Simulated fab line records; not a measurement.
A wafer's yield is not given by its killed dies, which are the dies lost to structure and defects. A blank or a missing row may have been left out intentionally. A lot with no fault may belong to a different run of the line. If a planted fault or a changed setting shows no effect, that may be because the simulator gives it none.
Struck lot and sound lot, side by side / flow berkeleyCmos170 / 15 steps out of a route of 331
Sound: wafers L132.1, L132.3, L132.4. The struck wafers were L143.1, L143.3, L143.6. At the end, the cause is stated.
Each step with rows lists, per side, the tool, then ch with its chambers, then its first start. Under that, the readings that differ: sound wafers / struck wafers / difference of the means / sigmas: that difference in standard deviations of wafers without a fault.
alike: readings with means less than 2 such deviations apart, plus words and numbers identical on both sides. not compared: withheld readings, readings lacking a value on some wafer, bounds such as >300 that could conceal the same value, and numbers that have no deviation in the record and whose values overlap.
The two part at a step that has a row with sigmas, a row that says differs or no value, or rows on one side only. Numbers that have no deviation but don't overlap get no sigmas and don't part them. A reading that every wafer of one side lacks parts them only if that side has two wafers or more.

first, 3 steps without rows for these wafers: UCB170_PWELL_EXPOSE_10 (exposes mask PWELL, target cd 3000 nm); UCB170_PWELL_PEB_11; UCB170_PWELL_DEVELOP_12 (develop time 45 s).
UCB170_PWELL_OVL_MEAS_13:
  sound on overlay-01 at day 5 21:52; struck on overlay-01 at day 7 07:55
  alike: PWELL_OVL
UCB170_PWELL_ETCH_14: etches Si3N4 in CH3F/Ar/O2, stops on SiO2, target depth 242 nm, time 151 s.
  sound on rieDiel-03 ch 0,1,3, day 5 21:55; struck on rieDiel-03 ch 0,2,3, day 7 07:57
  alike: O2_flow_sccm, drypumpMotorCurrentA, oesProductAu, throttleValvePct
  not compared: rfHoursCounterH
then, 1 step without rows for these wafers: UCB170_PWELL_IMPLANT_15.
UCB170_PWELL_STRIP_16: strips in O2.
  sound on plasmaAsher-04 ch 0,1, day 5 22:10; struck on plasmaAsher-04 ch 1, day 7 08:12
  alike: drypumpMotorCurrentA, oesProductAu, stripTimeToEndpointS
  not compared: rfHoursCounterH
UCB170_PWELL_TW_MEAS_17:
  sound on filmMetro-02 at day 5 22:16; struck on filmMetro-02 at day 7 08:18
  alike: PWELL_TW
then, 4 steps without rows for these wafers: UCB170_PWELL_CLEAN_18 (cleans in SPM, time 600 s); UCB170_PWELL_WET_ETCH_19 (etches Si3N4 in H3PO4, time 14400 s); UCB170_PWELL_WET_ETCH_20 (etches SiO2 in BOE, time 22 s); UCB170_WELLDRIVE_CLEAN_00 (cleans in SPM, time 600 s).
UCB170_WELLDRIVE_OXIDATION_01: target thk 199 nm, ox time 9000 s.
  sound on furnace-04 ch 0, day 6 10:05; struck on furnace-04 ch 0, day 7 16:02
reading=spikeTcCentreC (C); sound=1101.7 1102.6 1104.5; struck=1007.1 1009.6 1006.3; difference=-95.3; sigmas=-73
reading=spikeTcLoadC (C); sound=1131.0 1129.6 1128.8; struck=1032.5 1033.3 1031.1; difference=-97.5; sigmas=-34
reading=spikeTcSourceC (C); sound=1134.2 1130.4 1132.0; struck=1032.2 1033.9 1034.6; difference=-98.6; sigmas=-49
reading=tubeCenterTempC (C); sound=1099.9 1100.1 1099.9; struck=1003.5 1003.2 1003.3; difference=-96.6; sigmas=-99 or more
reading=tube_center_temp_C_max; sound=1103.0 1103.0 1102.0; struck=1006.9 1006.6 1005.6; difference=-96.3; sigmas=-99 or more
reading=zonePowerLoadPct (%); sound=45.7 45.3 46.5; struck=36.7 36.7 36.0; difference=-9.4; sigmas=-5
reading=zonePowerSourcePct (%); sound=43.5 43.8 43.3; struck=34.7 35.0 35.8; difference=-8.4; sigmas=-4
reading=model.SiO2_of_WELLDRIVE_OXIDATION_01.thkNm (nm); sound=192.4 196.8 194; struck=96.54 99.42 97.13; difference=-96.70; sigmas=
UCB170_WELLDRIVE_THK_MEAS_02:
  sound on filmMetro-03 at day 6 13:35; struck on filmMetro-01 at day 7 19:46
reading=WELLDRIVE_OXIDE_THK (nm); sound=193 197 194; struck=97 100 97; difference=-97; sigmas=-32
  not compared: hold
then, 1 step without rows for these wafers: UCB170_M3_PROBE_99.

== WHERE THEY PART ==
First at UCB170_WELLDRIVE_OXIDATION_01; last, within this record, at UCB170_WELLDRIVE_THK_MEAS_02.

WHY: what had been put in by the simulator
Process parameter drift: furnace-04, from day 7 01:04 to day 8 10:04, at UCB170_WELLDRIVE_OXIDATION_01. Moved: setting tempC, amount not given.
